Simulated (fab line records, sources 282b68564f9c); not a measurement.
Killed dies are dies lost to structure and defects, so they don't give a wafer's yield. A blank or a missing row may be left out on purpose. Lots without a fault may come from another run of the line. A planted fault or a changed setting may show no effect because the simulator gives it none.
Problem report in the 8D (eight disciplines) form, filled by code | flow rit_cmos | the parts of the form that need people (team, actions taken, sign-off) are left out

1. THE PROBLEM
beam_energy_keV at RIT_NSD_IMPLANT_08 reads a mean of 23.026 on 6 wafers of 2 lots; wafers without a fault read 24.999 with a standard deviation of 0.0088. That is -99 or more standard deviations from the usual mean.
First seen on wafer L482.2, day 6 22:37, on implanter-03. The record holds 42 wafers of 14 lots with a number at this step. Rule for "out", or "out of limits": more than 4 standard deviations from the usual mean. The other wafers with a number count as sound.

2. WHAT IT IS AND WHAT IT IS NOT
question                    | is                     | is not
which readings at this step | beam_energy_keV        | -
which lots                  | L482, L485             | L464, L465, L466, L469, L471, L472, L473, L474, L478, L481, L486, L487
which wafers of those lots  | all that have a number | -
read on which tools         | implanter-03           | implanter-01, implanter-02
when                        | from day 6 22:37       | up to then (30 sound wafers); but 6 sound wafers of L486, L487 came after

3. SUSPECTS, AND WHAT RULES EACH OUT
Counting: a tool at a process step up to the reading stays a suspect if it ran every lot that is out and no sound lot after the first of them.
- implanter-03 at RIT_NSD_IMPLANT_08: kept. It ran every lot that is out, first L482 (day 6 22:37), and no sound lot after that; its last sound lot up to then is L481 (day 6 18:26). Its own readings are out on those wafers: beam_energy_keV.
Left after counting: implanter-03 at RIT_NSD_IMPLANT_08.

4. THE CAUSE (what the simulator had put in)
Process parameter drift: implanter-03, from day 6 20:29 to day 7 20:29, at RIT_NSD_IMPLANT_08. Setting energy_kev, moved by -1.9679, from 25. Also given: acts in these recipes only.
Counting left only this tool.

5. THE CHAIN OF EFFECTS, in route order
Each row: a reading whose mean over the struck wafers that have a number lies more than 3 standard deviations from the usual. Only readings for which the record gives a usual standard deviation are gone through. hours: the time from each lot's start at the first step in this table that gives one to its start at this step, as a median over the lots. sigmas: the change in usual standard deviations.
hours | step                    | reading         | usual       | on struck wafers | change | sigmas
0     | RIT_NSD_IMPLANT_08      | beam_energy_keV | 24.999      | 23.026           | -1.973 | -99 or more
2     | RIT_SDANNEAL_RS_MEAS_05 | NSD_RS          | 84.5 ohm/sq | 85.6             | +1.1   | +3.4
The process steps in it:
- RIT_NSD_IMPLANT_08

6. WHAT WOULD HAVE CAUGHT IT SOONER
In this record the first reading out of limits was taken at day 6 22:37, 2 hours after the fault began at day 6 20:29.
